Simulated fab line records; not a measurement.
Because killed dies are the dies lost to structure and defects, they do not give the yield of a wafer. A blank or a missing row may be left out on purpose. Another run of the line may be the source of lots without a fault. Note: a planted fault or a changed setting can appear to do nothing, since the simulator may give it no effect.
A sampling plan put to the test :: flow rit-cmos :: one fab line, 17 faults that these records tell of, each judged on the records of the lots that it struck
The line's own looks make up the plan; these are the steps of the route where a gauge or inspection reads the wafer and leaves it unchanged. A look can be judged if struck wafers have a number there and the file gives its usual mean and standard deviation on fault-free wafers. Caught: a look later than the fault's first step finds the struck wafers' mean 4 or more of those standard deviations (sigma) from the usual mean. On the tool: the identical test, applied to the tool's own readings at the steps of the fault. Also counted as caught: the struck wafers showing another recipe, or a record that is empty for them alone.

== THE FAULTS, as the simulator had put them in ==
1. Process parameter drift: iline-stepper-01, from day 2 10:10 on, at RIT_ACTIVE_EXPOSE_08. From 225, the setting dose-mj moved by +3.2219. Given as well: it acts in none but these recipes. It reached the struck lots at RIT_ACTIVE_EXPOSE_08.
2. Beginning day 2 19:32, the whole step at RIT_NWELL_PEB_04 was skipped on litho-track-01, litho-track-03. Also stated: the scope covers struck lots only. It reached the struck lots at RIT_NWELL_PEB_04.
3. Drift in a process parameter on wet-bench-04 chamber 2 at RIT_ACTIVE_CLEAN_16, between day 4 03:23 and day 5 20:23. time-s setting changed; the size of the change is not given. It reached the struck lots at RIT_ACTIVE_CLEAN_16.
4. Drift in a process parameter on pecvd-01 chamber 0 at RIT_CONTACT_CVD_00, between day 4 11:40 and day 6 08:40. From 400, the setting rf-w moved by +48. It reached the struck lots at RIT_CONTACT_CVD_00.
5. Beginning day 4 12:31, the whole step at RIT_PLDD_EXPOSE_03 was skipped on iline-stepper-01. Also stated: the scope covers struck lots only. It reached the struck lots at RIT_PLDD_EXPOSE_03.
6. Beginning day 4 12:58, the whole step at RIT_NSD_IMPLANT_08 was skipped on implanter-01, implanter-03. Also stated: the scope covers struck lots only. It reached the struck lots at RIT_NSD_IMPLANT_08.
7. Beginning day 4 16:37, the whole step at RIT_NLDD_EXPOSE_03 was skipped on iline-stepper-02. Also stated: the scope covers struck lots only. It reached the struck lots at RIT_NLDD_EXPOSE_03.
8. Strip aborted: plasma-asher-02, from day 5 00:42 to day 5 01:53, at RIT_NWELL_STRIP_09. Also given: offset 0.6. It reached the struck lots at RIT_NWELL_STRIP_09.
9. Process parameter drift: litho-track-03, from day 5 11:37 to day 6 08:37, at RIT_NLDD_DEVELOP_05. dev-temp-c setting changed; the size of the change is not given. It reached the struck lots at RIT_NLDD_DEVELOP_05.
10. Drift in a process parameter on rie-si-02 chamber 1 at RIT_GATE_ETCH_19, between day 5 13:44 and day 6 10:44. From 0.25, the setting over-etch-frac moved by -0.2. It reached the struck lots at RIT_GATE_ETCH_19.
11. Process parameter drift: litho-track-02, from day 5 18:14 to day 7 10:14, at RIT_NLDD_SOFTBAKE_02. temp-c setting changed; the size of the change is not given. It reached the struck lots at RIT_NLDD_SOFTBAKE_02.
12. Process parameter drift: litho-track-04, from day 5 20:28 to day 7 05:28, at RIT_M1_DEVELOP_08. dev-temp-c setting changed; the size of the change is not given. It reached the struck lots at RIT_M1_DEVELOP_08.
13. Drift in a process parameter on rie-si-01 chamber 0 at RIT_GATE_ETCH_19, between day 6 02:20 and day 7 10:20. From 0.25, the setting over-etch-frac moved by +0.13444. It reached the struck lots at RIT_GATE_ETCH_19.
14. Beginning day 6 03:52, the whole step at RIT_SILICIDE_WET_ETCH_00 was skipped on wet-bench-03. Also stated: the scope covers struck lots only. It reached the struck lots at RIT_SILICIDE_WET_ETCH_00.
15. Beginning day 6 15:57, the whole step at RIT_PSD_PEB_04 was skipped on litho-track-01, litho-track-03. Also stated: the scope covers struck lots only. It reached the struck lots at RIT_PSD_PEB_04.
16. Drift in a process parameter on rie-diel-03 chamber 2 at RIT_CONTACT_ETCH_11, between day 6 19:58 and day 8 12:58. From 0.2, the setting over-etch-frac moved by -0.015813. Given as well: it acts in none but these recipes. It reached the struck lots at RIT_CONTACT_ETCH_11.
17. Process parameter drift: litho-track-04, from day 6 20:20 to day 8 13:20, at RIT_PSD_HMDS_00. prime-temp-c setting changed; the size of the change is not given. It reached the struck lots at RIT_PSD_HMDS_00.

== WHAT THE PLAN SAW ==
fault: 1
on the tool itself: exposure-dose-mJ-cm2 +12 sigma
first look that catches it: no look after it can be judged
reading, sigma: -
median hours from its first step to that look: -
hours from the fault's start to the first struck lot there: -
judged looks passed uncaught: 0

fault: 2
on the tool itself: no reading that can be judged
first look that catches it: no look after it can be judged
reading, sigma: -
median hours from its first step to that look: -
hours from the fault's start to the first struck lot there: -
judged looks passed uncaught: 0

fault: 3
on the tool itself: run-length-s -6.7 sigma
first look that catches it: not the one look that can be judged after it
reading, sigma: strongest: SPACER_NITRIDE_THK at RIT_SPACER_THK_MEAS_04, +2.3
median hours from its first step to that look: -
hours from the fault's start to the first struck lot there: -
judged looks passed uncaught: 1

fault: 4
on the tool itself: rf-fwd-power-W +34 sigma
first look that catches it: no look after it can be judged
reading, sigma: -
median hours from its first step to that look: -
hours from the fault's start to the first struck lot there: -
judged looks passed uncaught: 0

fault: 5
on the tool itself: no reading that can be judged
first look that catches it: no look after it can be judged
reading, sigma: -
median hours from its first step to that look: -
hours from the fault's start to the first struck lot there: -
judged looks passed uncaught: 0

fault: 6
on the tool itself: the tool's record is blank for the struck wafers
first look that catches it: RIT_NSD_TW_MEAS_10
reading, sigma: NSD_TW -99 or beyond
median hours from its first step to that look: 0.3
hours from the fault's start to the first struck lot there: 2
judged looks passed uncaught: 0

fault: 7
on the tool itself: no reading that can be judged
first look that catches it: no look after it can be judged
reading, sigma: -
median hours from its first step to that look: -
hours from the fault's start to the first struck lot there: -
judged looks passed uncaught: 0

fault: 8
on the tool itself: run-length-s -99 or beyond sigma
first look that catches it: no look after it can be judged
reading, sigma: -
median hours from its first step to that look: -
hours from the fault's start to the first struck lot there: -
judged looks passed uncaught: 0

fault: 9
on the tool itself: developer-temp-C +24 sigma
first look that catches it: no look after it can be judged
reading, sigma: -
median hours from its first step to that look: -
hours from the fault's start to the first struck lot there: -
judged looks passed uncaught: 0

fault: 10
on the tool itself: oes-product-au +9.2 sigma
first look that catches it: no look after it can be judged
reading, sigma: -
median hours from its first step to that look: -
hours from the fault's start to the first struck lot there: -
judged looks passed uncaught: 0

fault: 11
on the tool itself: heater-power-total-W -6.7 sigma
first look that catches it: no look after it can be judged
reading, sigma: -
median hours from its first step to that look: -
hours from the fault's start to the first struck lot there: -
judged looks passed uncaught: 0

fault: 12
on the tool itself: developer-temp-C +5.9 sigma
first look that catches it: no look after it can be judged
reading, sigma: -
median hours from its first step to that look: -
hours from the fault's start to the first struck lot there: -
judged looks passed uncaught: 0

fault: 13
on the tool itself: oes-product-au -4.6 sigma
first look that catches it: no look after it can be judged
reading, sigma: -
median hours from its first step to that look: -
hours from the fault's start to the first struck lot there: -
judged looks passed uncaught: 0

fault: 14
on the tool itself: the tool's record is blank for the struck wafers
first look that catches it: no look after it can be judged
reading, sigma: -
median hours from its first step to that look: -
hours from the fault's start to the first struck lot there: -
judged looks passed uncaught: 0

fault: 15
on the tool itself: no reading that can be judged
first look that catches it: no look after it can be judged
reading, sigma: -
median hours from its first step to that look: -
hours from the fault's start to the first struck lot there: -
judged looks passed uncaught: 0

fault: 16
on the tool itself: under 2 sigma
first look that catches it: no look after it can be judged
reading, sigma: -
median hours from its first step to that look: -
hours from the fault's start to the first struck lot there: -
judged looks passed uncaught: 0

fault: 17
on the tool itself: prime-temp-c +24 sigma
first look that catches it: no look after it can be judged
reading, sigma: -
median hours from its first step to that look: -
hours from the fault's start to the first struck lot there: -
judged looks passed uncaught: 0
A dash: this means the fault isn't caught or the number doesn't appear in these records.

Caught at a look: 1 of 17. Caught on the tool: 12 of 17. By one or the other: 12 of 17.
Caught on the tool alone: faults 1, 3, 4, 8, 9, 10, 11, 12, 13, 14, 17.
Caught by neither: faults 2, 5, 7, 15, 16.

== THINNER SAMPLING ==
Were the look that catches a fault to measure just every second or every third lot (counted by lot number), the first struck lot would, at worst, be measured this late:
fault: 6
struck lots at that look, in order of time: L655, L656
every lot: 2 h
every second lot: 7 h
every third lot: may miss all 2
The hour figures run from when the fault began to the first measured lot among those it struck. The test against the limit of 4 sigma pooled every struck wafer, which means one lot taken alone may stay below that limit. Other struck lots may not be in these records.

== THE LONGEST TIMED WAY FROM STEP TO LOOK ==
In fault 6, a median of 0.3 hours elapses between RIT_NSD_IMPLANT_08 and RIT_NSD_TW_MEAS_10. No look between them can be judged.
